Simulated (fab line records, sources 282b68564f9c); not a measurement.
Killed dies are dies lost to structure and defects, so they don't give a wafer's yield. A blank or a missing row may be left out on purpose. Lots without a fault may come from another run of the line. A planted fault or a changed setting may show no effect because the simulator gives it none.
A struck lot beside a sound one | flow rit_cmos | 43 steps out of a route of 202
Sound: wafers L426.1, L426.2, L426.4. Struck: wafers L437.1, L437.3, L437.6. The cause comes at the end.
At each step with rows: each side's tool, then ch and its chambers, then its first start. Under that, the readings that differ: sound wafers | struck wafers | difference of the means | sigmas: that difference in standard deviations of wafers without a fault.
alike: readings whose means differ by less than 2 such deviations, and words and numbers that are the same on both sides. not compared: withheld readings, readings that some wafer has no value for, bounds like >300 that may hide the same value, and numbers for which the record gives no deviation and whose values overlap.
The two part at a step that has a row with sigmas, a row that says differs or no value, or rows on one side only. Numbers that don't overlap but have no deviation are shown without sigmas and don't part them. A reading that every wafer of one side lacks parts them only if that side has two wafers or more.

RIT_PWELL_TW_MEAS_10:
  sound on film_metro-04, day 2 10:05; struck on film_metro-03, day 4 22:58
  alike: PWELL_TW
then, 1 step without rows for these wafers: RIT_WELLDRIVE_ANNEAL_00 (time 14700 s).
RIT_WELLDRIVE_RS_MEAS_01: measures by four-point-probe.
  sound on film_metro-04, day 2 15:14; struck on film_metro-01, day 5 04:06
  alike: NWELL_RS
RIT_WELLDRIVE_RS_MEAS_02: measures by four-point-probe.
  sound on film_metro-04, day 2 15:21; struck on film_metro-01, day 5 04:13
  alike: PWELL_RS
then, 6 steps without rows for these wafers: RIT_NRETRO_HMDS_00 (prime time 60 s); RIT_NRETRO_COAT_01 (resist thk 1300 nm); RIT_NRETRO_SOFTBAKE_02 (time 60 s); RIT_NRETRO_EXPOSE_03 (exposes mask M4, target cd 43900 nm); RIT_NRETRO_PEB_04; RIT_NRETRO_DEVELOP_05 (develop time 68 s).
RIT_NRETRO_OVL_MEAS_06:
  sound on overlay-02, day 2 16:28; struck on overlay-02, day 5 05:16
  alike: NRETRO_OVL
then, 1 step without rows for these wafers: RIT_NRETRO_HARDBAKE_07 (time 120 s).
RIT_NRETRO_IMPLANT_08:
  sound on implanter-02 ch 0, day 2 16:46; struck on implanter-01 ch 0, day 5 05:34
  reading                   | sound             | struck            | difference | sigmas
  implant_ion_amu           | 31 31 31          | 11 11 11          | -20        |
  model.implant.rp_nm (nm)  | 86.24 86.24 86.24 | 244.8 244.8 244.8 | +158.6     |
  model.implant.drp_nm (nm) | 33.94 33.94 33.94 | 70.05 70.05 70.05 | +36.11     |
RIT_NRETRO_STRIP_09: strips in O2, time 180 s.
  sound on plasma_asher-02 ch 0,1, day 2 16:55; struck on plasma_asher-03 ch 0,1, day 5 05:43
  alike: chamber_pressure_mTorr, drypump_motor_current_A, rf_refl_power_W
  not compared: rf_hours_counter_h
RIT_NRETRO_TW_MEAS_10:
  sound on film_metro-04, day 2 17:05; struck on film_metro-01, day 5 06:07
  reading   | sound          | struck      | difference | sigmas
  NRETRO_TW | 1045 1054 1054 | 465 466 466 | -585       | -42
  not compared: hold
then, 5 steps without rows for these wafers: RIT_PRETRO_COAT_01 (resist thk 1300 nm); RIT_PRETRO_SOFTBAKE_02 (time 60 s); RIT_PRETRO_EXPOSE_03 (exposes mask M5, target cd 43700 nm); RIT_PRETRO_PEB_04; RIT_PRETRO_DEVELOP_05 (develop time 68 s).
RIT_PRETRO_OVL_MEAS_06:
  sound on overlay-01, day 2 18:02; struck on overlay-01, day 5 08:52
  alike: PRETRO_OVL
then, 2 steps without rows for these wafers: RIT_PRETRO_HARDBAKE_07 (time 120 s); RIT_PRETRO_IMPLANT_08.
RIT_PRETRO_STRIP_09: strips in O2, time 180 s.
  sound on plasma_asher-04 ch 0,1, day 2 18:28; struck on plasma_asher-02 ch 0, day 5 09:20
  alike: chamber_pressure_mTorr, drypump_motor_current_A, rf_refl_power_W
  not compared: rf_hours_counter_h
RIT_PRETRO_TW_MEAS_10:
  sound on film_metro-02, day 2 18:38; struck on film_metro-03, day 5 09:30
  alike: PRETRO_TW
then, 5 steps without rows for these wafers: RIT_GATE_WET_ETCH_00 (etches SiO2 in BOE, target depth 56 nm, time 60 s); RIT_GATE_CLEAN_01 (cleans in SC1, time 600 s); RIT_GATE_CLEAN_02 (cleans in dHF, time 30 s); RIT_GATE_CLEAN_03 (cleans in SC2, time 600 s); RIT_GATE_CLEAN_04 (cleans in dHF, time 60 s).
RIT_FOX2_THK_MEAS_91:
  sound on film_metro-02, day 2 19:10; struck on film_metro-02, day 5 10:04
  alike: FIELD_OXIDE_LEFT_2_THK
then, 2 steps without rows for these wafers: RIT_GATE_OXIDATION_05 (target thk 3 nm, ox time 270 s); RIT_GATE_ANNEAL_06 (time 600 s).
RIT_GATE_THK_MEAS_07:
  sound on film_metro-01, day 2 20:55; struck on film_metro-03, day 5 12:23
  alike: GATE_OXIDE_THK
then, 1 step without rows for these wafers: RIT_GATE_CVD_08 (deposits poly-Si from SiH4, target thk 250 nm, time 2220 s).
RIT_GATE_THK_MEAS_09:
  sound on film_metro-02, day 2 23:24; struck on film_metro-01, day 5 14:11
  alike: GATE_POLY_THK
then, 5 steps without rows for these wafers: RIT_GATE_HMDS_10 (prime time 60 s); RIT_GATE_COAT_11 (resist thk 850 nm); RIT_GATE_SOFTBAKE_12 (time 60 s); RIT_GATE_EXPOSE_13 (exposes mask M6, target cd 150 nm); RIT_GATE_PEB_14.
RIT_REOX_OXIDATION_03: target thk 25.2 nm, ox time 5580 s.
  sound on furnace-01 ch 0, day 3 01:25; struck on furnace-04 ch 0, day 6 00:01
  reading                                     | sound             | struck           | difference | sigmas
  model.SiO2_of_REOX_OXIDATION_03.thk_nm (nm) | 24.34 24.42 24.61 | 25.6 25.51 25.93 | +1.2       |
  alike: tube_center_temp_C_max
RIT_SPACER_CLEAN_00: cleans in SC1, time 600 s.
  sound on wet_bench-03 ch 3, day 3 06:52; struck on wet_bench-01 ch 2, day 6 06:25
  reading                                     | sound            | struck            | difference | sigmas
  model.SiO2_of_REOX_OXIDATION_03.thk_nm (nm) | 22.42 22.5 22.66 | 23.64 23.55 23.94 | +1.18      |

WHERE THEY PART
Only at RIT_NRETRO_TW_MEAS_10, within this record. Later steps at which nothing parts them and some readings are alike: RIT_PRETRO_OVL_MEAS_06, RIT_PRETRO_STRIP_09, RIT_PRETRO_TW_MEAS_10, RIT_FOX2_THK_MEAS_91, RIT_GATE_THK_MEAS_07, RIT_GATE_THK_MEAS_09, RIT_REOX_OXIDATION_03.

WHY: what the simulator had put in
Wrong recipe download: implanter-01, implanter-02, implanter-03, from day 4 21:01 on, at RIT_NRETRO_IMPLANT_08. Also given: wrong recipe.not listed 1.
